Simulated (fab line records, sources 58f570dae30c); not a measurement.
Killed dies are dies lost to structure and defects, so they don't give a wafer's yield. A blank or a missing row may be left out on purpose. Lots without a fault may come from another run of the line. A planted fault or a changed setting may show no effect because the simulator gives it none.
fab line records | flow berkeley_cmos170
record lots=5 wafers=23
route steps=331 shown CONTACT@217 M1@242 V1@261 M2@276 M3@310
start_h: hours from the record's first day to the start of the lot's first wafer shown | wait_h: hours since the lot's step before | " the same as in the row above | L1.1+2: a row that stands for several wafers | - no value, or no start given | * or withheld: withheld | < > ~ a bound
route shown NAME@n: a module of which the file shows steps, and the number in the route of the first | usual: mean/standard deviation of fault-free wafers | same: alike in all rows | chamber/n: place in a boat | sites: the reading at each site | _std_site: their standard deviation | _edge_site: outer sites' mean less inner sites' | radius_mm: how far each site lies from the wafer's centre | mask NAME#n: copy n | behind: the tool/chamber that last shaped the wafer | hold: why the lot was held/for how many hours/how that ended | device: the transistor (n, p or np) that didn't switch | end of line: the same wafers' tests at the end of the route | a step without rows: its recipe alone | killed: dies lost to structure and defects at the first sort, not the wafer's yield | map: a wafer's dies, x killed, . not, _ none there
set.NAME: the setting as run; set.NAME@STEP: as run at that earlier step | model.NAME: the simulator's own value behind a step, which no gauge read
lots whose settings were changed on purpose; a table a step, a row a wafer
## steps
# step UCB170_CONTACT_CVD_01
# recipe material=PSG target_thk_nm=700 temp_c=450 precursor=SiH4/O2/PH3 time_s=2820 pressure_mtorr=300 sih4_flow_sccm=60 o2_flow_sccm=90 ph3_flow_sccm=25
# columns lot.wafer tool chamber start_h wait_h set.temp_c model.PSG_of_CONTACT_CVD_01.thk_nm
L079.1 lpcvd-02 1 187.69 1.4 450 716.5
L079.3 " 1 " " 450 717.2
L079.4 " 1 " " 450 717.4
L081.1 - - - 1.2 456.6 739.7
L081.2 " - " " 456.6 735
L081.4 " - " " 456.6 735.3
L081.5 " - " " 456.6 734.9
L081.6 " - " " 456.6 741.5
L082.1 - - - 1.4 458.1 743.9
L082.2 " - " " 458.1 745.3
L082.4 " - " " 458.1 744.2
L082.5 " - " " 458.1 741.9
L082.6 " - " " 458.1 742.3
L084.2 - - - 0.0 441.6 660.4
L084.3 " - " " 441.6 665.6
L084.4 " - " " 441.6 664.5
L084.5 " - " " 441.6 663.8
L084.6 " - " " 441.6 660
L085.1 - - - 1.0 450 716
L085.2 " - " " 450 706.7
L085.3 " - " " 450 706.3
L085.4 " - " " 450 712.5
L085.5 " - " " 450 708.5
# step UCB170_CONTACT_THK_MEAS_02
# recipe reads=PSG_of_CONTACT_CVD_01
# usual CONTACT_PSG_THK=705/9.1
# columns lot.wafer tool chamber start_h wait_h set.temp_c@CONTACT_CVD_01 CONTACT_PSG_THK[nm]
L079.1 film_metro-02 - 189.47 0.0 450 716
L079.3 " - " " 450 717
L079.4 " - " " 450 717
L082.1 film_metro-04 - - - 458.1 744
L082.2 " - " " 458.1 745
L082.4 " - " " 458.1 744
L082.5 " - " " 458.1 741
L082.6 " - " " 458.1 742
L081.1 film_metro-03 - - - 456.6 740
L081.2 " - " " 456.6 735
L081.4 " - " " 456.6 735
L081.5 " - " " 456.6 734
L081.6 " - " " 456.6 741
L084.2 film_metro-02 - - - 441.6 660
L084.3 " - " " 441.6 665
L084.4 " - " " 441.6 664
L084.5 " - " " 441.6 664
L084.6 " - " " 441.6 661
L085.1 film_metro-02 - - - 450 716
L085.2 " - " " 450 707
L085.3 " - " " 450 706
L085.4 " - " " 450 713
L085.5 " - " " 450 708
# step UCB170_CONTACT_COAT_04
# recipe resist=KrF spin_rpm=1500 resist_thk_nm=900
# columns lot.wafer tool chamber start_h wait_h set.spin_rpm model.KrF_of_CONTACT_COAT_04.thk_nm
L079.1 litho_track-03 0 189.68 0.1 1500 897.2
L079.3 " 0 " " 1500 898.7
L079.4 " 0 " " 1500 900.1
L082.1 litho_track-04 0 200.34 0.1 1500 899.5
L082.2+5 " 0 " " 1500 900.7
L082.4 " 0 " " 1539 885.7
L082.6 " 0 " " 1539 890.6
L081.1 litho_track-01 0 200.37 0.1 1500 902.3
L081.2 " 0 " " 1457 914.3
L081.4 " 0 " " 1500 900.5
L081.5 " 0 " " 1457 913.1
L081.6 " 0 " " 1457 914.8
L084.2 litho_track-04 0 218.45 0.1 1500 903.3
L084.3 " 0 " " 1500 897.7
L084.4 " 0 " " 1500 904.5
L084.5 " 0 " " 1500 901.9
L084.6 " 0 " " 1500 900.5
L085.1 litho_track-01 0 220.51 0.1 1500 903
L085.2 " 0 " " 1558 885.4
L085.3 " 0 " " 1558 886.7
L085.4 " 0 " " 1500 902.9
L085.5 " 0 " " 1558 889.1
# step UCB170_CONTACT_SOFTBAKE_05
# recipe resist=KrF temp_c=130 time_s=60
# step UCB170_CONTACT_STRIP_06
# recipe chemistry=O2 power_w=400 pressure_mtorr=3500 platen_temp_c=withheld o2_flow_sccm=400 overash_fraction=0.5
# usual strip_time_to_endpoint_s=21.99/0.059
# columns lot.wafer tool chamber start_h wait_h set.spin_rpm@CONTACT_COAT_04 strip_time_to_endpoint_s
L079.1 plasma_asher-03 1 189.98 0.1 1500 21.90
L079.3 " 0 " " 1500 21.93
L079.4 " 1 " " 1500 21.96
L082.1 plasma_asher-03 1 200.64 0.1 1500 21.96
L082.2 " 0 " " 1500 21.99
L082.4 " 1 " " 1539 21.63
L082.5 " 1 " " 1500 21.98
L082.6 " 0 " " 1539 21.74
L081.1 plasma_asher-04 1 200.67 0.1 1500 22.02
L081.2 " 0 " " 1457 22.31
L081.4 " 0 " " 1500 21.99
L081.5 " 0 " " 1457 22.27
L081.6 " 1 " " 1457 22.33
L084.2 plasma_asher-04 1 218.72 0.1 1500 22.06
L084.3 " 0 " " 1500 21.92
L084.4 " 1 " " 1500 22.07
L084.5 " 1 " " 1500 22.02
L084.6 " 0 " " 1500 21.99
L085.1 plasma_asher-01 1 220.81 0.1 1500 22.03
L085.2 " 0 " " 1558 21.62
L085.3 " 0 " " 1558 21.65
L085.4 " 1 " " 1500 22.05
L085.5 " 1 " " 1558 21.70
# step UCB170_CONTACT_CLEAN_07
# recipe chemistry=SPM temp_c=120 time_s=600
# step UCB170_CONTACT_RTA_08
# recipe temp_c=900 time_s=10 ambient=N2
# step UCB170_CONTACT_ETCH_17
# recipe chemistry=N2/H2 target_depth_a=withheld overetch_a=withheld target=BARC time_s=withheld source_w=500 bias_w=100 pressure_mtorr=30 n2_flow_sccm=100 h2_flow_sccm=200
# step UCB170_CONTACT_ETCH_18
# recipe chemistry=CHF3/CF4/Ar target=PSG stop_on=TiSi2 CHF3_flow_sccm=45 cf4_flow_sccm=15 Ar_flow_sccm=150 pressure_mtorr=200 rf_w=700 target_depth_a=8400 over_etch_frac=0.2 time_s=195
# columns lot.wafer tool chamber start_h wait_h set.temp_c@CONTACT_CVD_01 model.CONTACT.feature_depth_nm model.etch.depth_nm
L079.1 rie_diel-01 2 - - 450 716.5 716.5
L079.3 " 0 " " 450 717.2 717.2
L079.4 " 3 " " 450 717.4 717.4
L082.1 rie_diel-01 3 - - 458.1 743.9 -
L082.2 " 0 " " 458.1 745.3 745.3
L082.4 " 2 " " 458.1 744.2 -
L082.5 " 0 " " 458.1 741.9 -
L082.6 " 3 " " 458.1 742.3 742.3
L081.1 rie_diel-03 3 - - 456.6 739.7 -
L081.2 " 2 " " 456.6 735 -
L081.4 " 3 " " 456.6 735.3 735.3
L081.5 " 2 " " 456.6 734.9 -
L081.6 " 1 " " 456.6 741.5 741.5
L084.2 rie_diel-04 3 - - 441.6 660.4 -
L084.3 " 2 " " 441.6 665.6 -
L084.4 " 1 " " 441.6 664.5 664.5
L084.5 " 1 " " 441.6 663.8 -
L084.6 " 0 " " 441.6 660 660
L085.1 rie_diel-01 0 - - 450 716 -
L085.2 " 3 " " 450 706.7 706.7
L085.3 " 2 " " 450 706.3 706.3
L085.4 " 2 " " 450 712.5 712.5
L085.5 " 0 " " 450 708.5 -
# step UCB170_M1_COAT_04
# recipe resist=KrF spin_rpm=1500 resist_thk_nm=900
# columns lot.wafer tool chamber start_h wait_h set.resist_thk_nm model.KrF_of_M1_COAT_04.thk_nm
L079.1 litho_track-02 0 - - 900 899.8
L079.3 " 0 " " 900 899.3
L079.4 " 0 " " 900 901.1
L081.1 litho_track-02 0 - - 900 904
L081.2 " 0 " " 900 905.3
L081.4 " 0 " " 900 901.6
L081.5 " 0 " " 900 903
L081.6 " 0 " " 900 903.7
L082.1 litho_track-03 0 - - 900 903.7
L082.2 " 0 " " 900 901.5
L082.4 " 0 " " 871 872.3
L082.5 " 0 " " 871 871.1
L082.6 " 0 " " 871 873.3
L084.2 litho_track-03 0 - - 900 898.6
L084.3 " 0 " " 900 900.7
L084.4 " 0 " " 860.2 862
L084.5 " 0 " " 900 899.8
L084.6 " 0 " " 860.2 858.6
L085.1 litho_track-01 0 - - 900 901.6
L085.2 " 0 " " 934.8 936.4
L085.3 " 0 " " 934.8 933.7
L085.4 " 0 " " 900 899.8
L085.5 " 0 " " 900 900.2
# step UCB170_M1_PEB_07
# recipe peb_temp_c=130 peb_time_s=withheld resist=KrF
# columns lot.wafer tool chamber start_h wait_h set.peb_temp_c
L079.1+3+4 litho_track-03 0 194.08 0.4 130
L081.1+4+6 litho_track-01 0 204.04 0.1 130
L081.2+5 " 0 " " 131.4
L082.1+5+6 litho_track-03 0 204.21 0.1 126.8
L082.2+4 " 0 " " 130
L084.2+6 litho_track-02 0 222.09 0.4 130
L084.3+4+5 " 0 " " 127.3
L085.1+2+5 litho_track-02 0 224.12 0.1 131.1
L085.3+4 " 0 " " 130
# step UCB170_M1_DEVELOP_08
# recipe developer=TMAH develop_time_s=45 resist=KrF dev_temp_c=21
# step UCB170_M1_CD_MEAS_09
# recipe target_cd_nm=700
# usual cd_nm=699.9/1.6
# columns lot.wafer tool chamber start_h wait_h set.peb_temp_c@M1_PEB_07 cd_nm
L079.1 cd_sem-02 - 194.36 - 130 700.1
L079.3 " - " " 130 699.0
L079.4 " - " " 130 699.2
L081.1 cd_sem-02 - 204.31 - 130 700.5
L081.2 " - " " 131.4 691.6
L081.4 " - " " 130 698.7
L081.5 " - " " 131.4 691.8
L081.6 " - " " 130 700.4
L082.1 cd_sem-01 - 204.48 - 126.8 724.2
L082.2 " - " " 130 700.4
L082.4 " - " " 130 700.0
L082.5 " - " " 126.8 724.6
L082.6 " - " " 126.8 723.4
L084.2 cd_sem-02 - 222.36 - 130 699.5
L084.3 " - " " 127.3 718.0
L084.4 " - " " 127.3 717.6
L084.5 " - " " 127.3 719.7
L084.6 " - " " 130 697.2
L085.1 cd_sem-01 - 224.39 - 131.1 691.4
L085.2 " - " " 131.1 691.8
L085.3 " - " " 130 699.1
L085.4 " - " " 130 698.0
L085.5 " - " " 131.1 691.2
# step UCB170_M1_ETCH_11
# recipe chemistry=N2/H2 target_depth_a=withheld overetch_a=withheld target=BARC time_s=withheld source_w=500 bias_w=100 pressure_mtorr=30 n2_flow_sccm=100 h2_flow_sccm=200
# columns lot.wafer tool chamber start_h wait_h set.peb_temp_c@M1_PEB_07 model.M1.cd_nm
L079.1 rie_diel-04 1 194.51 0.0 130 699.8
L079.3 " 2 " " 130 699.2
L079.4 " 0 " " 130 699.1
L081.1 rie_diel-04 2 204.47 0.0 130 700.1
L081.2 " 0 " " 131.4 691.4
L081.4 " 1 " " 130 698.4
L081.5 " 3 " " 131.4 690.9
L081.6 " 0 " " 130 699.7
L082.1+5 rie_diel-02 1,0 204.64 0.0 126.8 724.1
L082.2 " 2 " " 130 700.3
L082.4 " 0 " " 130 700.1
L082.6 " 1 " " 126.8 722.9
L084.2 rie_diel-04 1 222.50 0.0 130 700
L084.3 " 3 " " 127.3 718.8
L084.4 " 0 " " 127.3 717.3
L084.5 " 3 " " 127.3 719.9
L084.6 " 0 " " 130 697.4
L085.1+5 rie_diel-04 0,2 224.55 0.0 131.1 691.3
L085.2 " 2 " " 131.1 692.4
L085.3 " 1 " " 130 699.3
L085.4 " 3 " " 130 698.1
# step UCB170_M1_METAL_ETCH_12
# recipe chemistry=Cl2/BCl3 target=Al stop_on=PSG pressure_mtorr=12 target_depth_a=7800 over_etch_frac=0.3 time_s=130 icp_w=600 bias_w=120 Cl2_flow_sccm=90 bcl3_flow_sccm=45
# columns lot.wafer tool chamber start_h wait_h set.resist_thk_nm@M1_COAT_04 set.peb_temp_c@M1_PEB_07 model.KrF_of_M1_COAT_04.thk_nm model.M1.cd_nm
L079.1 rie_metal-01 0 194.55 - 900 130 412.1 697.5
L079.3 " 1 " " 900 130 443.4 696.8
L079.4 " 0 " " 900 130 414.5 696.4
L081.1 rie_metal-01 1 204.51 - 900 130 456.4 698.6
L081.2 " 0 " " 900 131.4 426.2 689.1
L081.4 " 1 " " 900 130 453.6 696.7
L081.5 " 0 " " 900 131.4 423.6 688.8
L081.6 " 1 " " 900 130 450.2 698.2
L082.1 rie_metal-04 1 204.68 - 900 126.8 433.4 719
L082.2 " 0 " " 900 130 446.6 697.9
L082.4 " 1 " " 871 130 404.7 696.6
L082.5 " 0 " " 871 126.8 409.8 723.4
L082.6 " 1 " " 871 126.8 399.4 719.3
L084.2 rie_metal-04 0 222.54 - 900 130 437.5 700.9
L084.3 " 0 " " 900 127.3 441.9 720
L084.4 " 1 " " 860.2 127.3 388.6 716.9
L084.5 " 0 " " 900 127.3 439 719.5
L084.6 " 1 " " 860.2 130 382.7 696.1
L085.1 rie_metal-02 1 224.59 - 900 131.1 442.2 691.2
L085.2 " 0 " " 934.8 131.1 481.4 693.7
L085.3 " 1 " " 934.8 130 475.4 699.9
L085.4 " 0 " " 900 130 443.2 699.1
L085.5 " 1 " " 900 131.1 444.9 691.3
# step UCB170_M1_STRIP_13
# recipe chemistry=O2 power_w=400 pressure_mtorr=3500 platen_temp_c=withheld o2_flow_sccm=400 overash_fraction=0.5
# step UCB170_M1_CD_MEAS_90
# recipe target_cd_nm=700
# usual cd_nm=699.1/2.1
# columns lot.wafer tool chamber start_h wait_h set.peb_temp_c@M1_PEB_07 cd_nm
L079.1 cd_sem-01 - 194.79 0.1 130 697.3
L079.3 " - " " 130 697.0
L079.4 " - " " 130 696.1
L081.1 cd_sem-02 - 204.74 0.1 130 698.8
L081.2 " - " " 131.4 689.1
L081.4 " - " " 130 696.7
L081.5 " - " " 131.4 689.1
L081.6 " - " " 130 698.3
L082.1 cd_sem-01 - 204.91 0.1 126.8 718.9
L082.2 " - " " 130 698.1
L082.4 " - " " 130 696.7
L082.5 " - " " 126.8 723.1
L082.6 " - " " 126.8 719.4
L084.2 cd_sem-02 - 222.79 0.1 130 700.6
L084.3 " - " " 127.3 719.8
L084.4 " - " " 127.3 716.4
L084.5 " - " " 127.3 719.7
L084.6 " - " " 130 695.9
L085.1 cd_sem-01 - 224.83 0.1 131.1 691.5
L085.2 " - " " 131.1 693.6
L085.3 " - " " 130 700.0
L085.4 " - " " 130 699.5
L085.5 " - " " 131.1 691.2
# step UCB170_V1_COAT_07
# recipe resist=KrF spin_rpm=1500 resist_thk_nm=900
# columns lot.wafer tool chamber start_h wait_h set.spin_rpm model.KrF_of_V1_COAT_07.thk_nm
L079.1 litho_track-04 0 197.26 0.1 1500 903.9
L079.3 " 0 " " 1500 900.6
L079.4 " 0 " " 1500 901.7
L081.1 litho_track-02 0 207.44 0.1 1500 901.3
L081.2 " 0 " " 1500 898
L081.4 " 0 " " 1437 916.4
L081.5 " 0 " " 1437 921.9
L081.6 " 0 " " 1500 898.9
L082.1 litho_track-04 0 209.50 0.1 1500 899.5
L082.2 " 0 " " 1581 873.4
L082.4 " 0 " " 1581 875.6
L082.5 " 0 " " 1500 897.3
L082.6 " 0 " " 1581 874.9
L084.2 litho_track-04 0 225.27 0.1 1568 880.5
L084.3 " 0 " " 1568 880.6
L084.4 " 0 " " 1568 880.2
L084.5 " 0 " " 1500 902.7
L084.6 " 0 " " 1500 898.5
L085.1 litho_track-03 0 228.10 0.1 1500 896.9
L085.2 " 0 " " 1500 896
L085.3 " 0 " " 1580 875.3
L085.4 " 0 " " 1500 898.1
L085.5 " 0 " " 1580 876.2
# step UCB170_M2_COAT_05
# recipe resist=KrF spin_rpm=1500 resist_thk_nm=900
# columns lot.wafer tool chamber start_h wait_h set.spin_rpm model.KrF_of_M2_COAT_05.thk_nm
L079.1 litho_track-02 0 199.75 0.1 1500 902.8
L079.3 " 0 " " 1500 905.9
L079.4 " 0 " " 1500 904.9
L081.1 litho_track-01 0 209.69 0.1 1429 928.3
L081.2 " 0 " " 1500 905.7
L081.4 " 0 " " 1500 901.1
L081.5 " 0 " " 1429 926.4
L081.6 " 0 " " 1429 927.4
L082.1 litho_track-01 0 211.59 0.1 1470 912.4
L082.2 " 0 " " 1500 900.8
L082.4 " 0 " " 1470 910.1
L082.5 " 0 " " 1500 899.3
L082.6 " 0 " " 1500 900.5
L084.2 litho_track-02 0 227.00 0.1 1431 922.2
L084.3 " 0 " " 1500 902.4
L084.4 " 0 " " 1431 923.4
L084.5 " 0 " " 1500 899.6
L084.6 " 0 " " 1500 904.1
L085.1 litho_track-02 0 229.98 0.1 1500 899.9
L085.2 " 0 " " 1500 900.8
L085.3 " 0 " " 1500 899
L085.4 " 0 " " 1500 898.9
L085.5 " 0 " " 1500 895.4
# step UCB170_M2_SOFTBAKE_06
# recipe resist=KrF temp_c=130 time_s=60
# step UCB170_M2_STRIP_07
# recipe chemistry=O2 power_w=400 pressure_mtorr=3500 platen_temp_c=withheld o2_flow_sccm=400 overash_fraction=0.5
# usual strip_time_to_endpoint_s=22.02/0.064
# columns lot.wafer tool chamber start_h wait_h set.spin_rpm@M2_COAT_05 strip_time_to_endpoint_s
L079.1 plasma_asher-02 0 200.05 0.1 1500 22.04
L079.3 " 0 " " 1500 22.11
L079.4 " 1 " " 1500 22.08
L081.1 plasma_asher-04 1 209.99 0.1 1429 22.65
L081.2 " 0 " " 1500 22.10
L081.4 " 1 " " 1500 21.99
L081.5 " 0 " " 1429 22.60
L081.6 " 1 " " 1429 22.63
L082.1 plasma_asher-02 1 211.89 0.1 1470 22.27
L082.2 " 0 " " 1500 22.00
L082.4 " 1 " " 1470 22.20
L082.5 " 1 " " 1500 21.95
L082.6 " 0 " " 1500 21.98
L084.2 plasma_asher-02 1 227.27 0.1 1431 22.50
L084.3 " 0 " " 1500 22.03
L084.4 " 1 " " 1431 22.53
L084.5 " 0 " " 1500 21.97
L084.6 " 1 " " 1500 22.07
L085.1 plasma_asher-04 1 230.28 0.1 1500 21.95
L085.2 " 0 " " 1500 21.98
L085.3 " 1 " " 1500 21.94
L085.4 " 0 " " 1500 21.94
L085.5 " 1 " " 1500 21.86
# step UCB170_M3_SPUTTER_01
# recipe material=Al target_thk_nm=900 time_s=120 power_w=6000 chamber_pressure_pa=0.5
# columns lot.wafer tool chamber start_h wait_h set.time_s model.Al_of_M3_SPUTTER_01.thk_nm
L079.1 pvd_sputter-02 - 204.65 0.0 120 901.3
L079.3 " - " " 120 900.7
L079.4 " - " " 120 894.8
L081.1 pvd_sputter-01 - 215.61 0.0 133.5 1004
L081.2 " - " " 133.5 1009
L081.4 " - " " 120 906
L081.5 " - " " 133.5 1000
L081.6 " - " " 120 890.5
L082.1 pvd_sputter-01 - 217.02 0.0 130.3 977.4
L082.2 " - " " 120 903.8
L082.4 " - " " 130.3 984
L082.5 " - " " 130.3 996
L082.6 " - " " 120 899.3
L084.2 pvd_sputter-02 - 231.54 0.0 103 769.2
L084.3 " - " " 103 767.3
L084.4 " - " " 120 891.6
L084.5 " - " " 103 761.7
L084.6 " - " " 120 892.4
L085.1 pvd_sputter-02 - 235.20 0.0 113.6 849.9
L085.2 " - " " 120 892.8
L085.3 " - " " 120 894.3
L085.4 " - " " 120 905
L085.5 " - " " 113.6 852.7
# step UCB170_M3_RS_MEAS_02
# recipe thk_meas_gauge=four-point-probe reads=Al_of_M3_SPUTTER_01
# usual M3_AL_RS=0.0322/0.00036
# columns lot.wafer tool chamber start_h wait_h set.time_s@M3_SPUTTER_01 M3_AL_RS[ohm/sq]
L079.1 film_metro-01 - 204.73 0.0 120 0.0322
L079.3 " - " " 120 0.0321
L079.4 " - " " 120 0.0324
L081.1 film_metro-01 - 215.75 0.1 133.5 0.0288
L081.2 " - " " 133.5 0.0286
L081.4 " - " " 120 0.0319
L081.5 " - " " 133.5 0.0290
L081.6 " - " " 120 0.0326
L082.1 film_metro-03 - 217.10 0.0 130.3 0.0295
L082.2 " - " " 120 0.0321
L082.4 " - " " 130.3 0.0294
L082.5 " - " " 130.3 0.0290
L082.6 " - " " 120 0.0321
L084.2 film_metro-01 - 231.65 0.1 103 0.0377
L084.3 " - " " 103 0.0378
L084.4 " - " " 120 0.0325
L084.5 " - " " 103 0.0382
L084.6 " - " " 120 0.0324
L085.1 film_metro-03 - 235.28 0.0 113.6 0.0340
L085.2 " - " " 120 0.0324
L085.3 " - " " 120 0.0324
L085.4 " - " " 120 0.0320
L085.5 " - " " 113.6 0.0339
# step UCB170_M3_THK_MEAS_03
# recipe thk_meas_gauge=xrf reads=Al_of_M3_SPUTTER_01
# usual M3_AL_THK=880/10
# columns lot.wafer tool chamber start_h wait_h set.time_s@M3_SPUTTER_01 M3_AL_THK[nm]
L079.1 film_metro-01 - 204.85 0.1 120 881
L079.3 " - " " 120 882
L079.4 " - " " 120 875
L081.1 film_metro-01 - 215.87 0.1 133.5 980
L081.2 " - " " 133.5 983
L081.4 " - " " 120 884
L081.5 " - " " 133.5 978
L081.6 " - " " 120 870
L082.1 film_metro-03 - 217.22 0.1 130.3 964
L082.2 " - " " 120 892
L082.4 " - " " 130.3 969
L082.5 " - " " 130.3 980
L082.6 " - " " 120 885
L084.2 film_metro-01 - 231.76 0.1 103 754
L084.3 " - " " 103 756
L084.4 " - " " 120 877
L084.5 " - " " 103 748
L084.6 " - " " 120 875
L085.1 film_metro-03 - 235.40 0.1 113.6 840
L085.2 " - " " 120 882
L085.3 " - " " 120 885
L085.4 " - " " 120 898
L085.5 " - " " 113.6 839
## key
split step=UCB170_CONTACT_CVD_01 setting=temp_c stated=450 by=lot
response step=UCB170_CONTACT_CVD_01 reading=model.PSG_of_CONTACT_CVD_01.thk_nm change=+21.6 per=1% r=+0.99
response step=UCB170_CONTACT_THK_MEAS_02 reading=CONTACT_PSG_THK change=+21.6 per=1% r=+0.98
response step=UCB170_CONTACT_ETCH_18 reading=model.CONTACT.feature_depth_nm change=+21.6 per=1% r=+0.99
response step=UCB170_CONTACT_ETCH_18 reading=model.etch.depth_nm change=+21.8 per=1% r=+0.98
split step=UCB170_CONTACT_COAT_04 setting=spin_rpm stated=1500 by=wafer
response step=UCB170_CONTACT_COAT_04 reading=model.KrF_of_CONTACT_COAT_04.thk_nm change=-4.32 per=1% r=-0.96
response step=UCB170_CONTACT_STRIP_06 reading=strip_time_to_endpoint_s change=* per=1% r=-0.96
split step=UCB170_M1_COAT_04 setting=resist_thk_nm stated=900 by=wafer
response step=UCB170_M1_COAT_04 reading=model.KrF_of_M1_COAT_04.thk_nm change=+9.03 per=1% r=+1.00
response step=UCB170_M1_METAL_ETCH_12 reading=model.KrF_of_M1_COAT_04.thk_nm change=+10.9 per=1% r=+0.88
split step=UCB170_M1_PEB_07 setting=peb_temp_c stated=130 by=wafer
response step=UCB170_M1_CD_MEAS_09 reading=cd_nm change=-9.4 per=1% r=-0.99
response step=UCB170_M1_ETCH_11 reading=model.M1.cd_nm change=-9.32 per=1% r=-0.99
response step=UCB170_M1_METAL_ETCH_12 reading=model.M1.cd_nm change=-9.43 per=1% r=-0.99
response step=UCB170_M1_CD_MEAS_90 reading=cd_nm change=-9.39 per=1% r=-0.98
split step=UCB170_V1_COAT_07 setting=spin_rpm stated=1500 by=wafer
response step=UCB170_V1_COAT_07 reading=model.KrF_of_V1_COAT_07.thk_nm change=-4.34 per=1% r=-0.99
split step=UCB170_M2_COAT_05 setting=spin_rpm stated=1500 by=wafer
response step=UCB170_M2_COAT_05 reading=model.KrF_of_M2_COAT_05.thk_nm change=-4.86 per=1% r=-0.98
response step=UCB170_M2_STRIP_07 reading=strip_time_to_endpoint_s change=* per=1% r=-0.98
split step=UCB170_M3_SPUTTER_01 setting=time_s stated=120 by=wafer
response step=UCB170_M3_SPUTTER_01 reading=model.Al_of_M3_SPUTTER_01.thk_nm change=+9.19 per=1% r=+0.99
response step=UCB170_M3_RS_MEAS_02 reading=M3_AL_RS change=-0.000346 per=1% r=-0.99
response step=UCB170_M3_THK_MEAS_03 reading=M3_AL_THK change=+9.01 per=1% r=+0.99
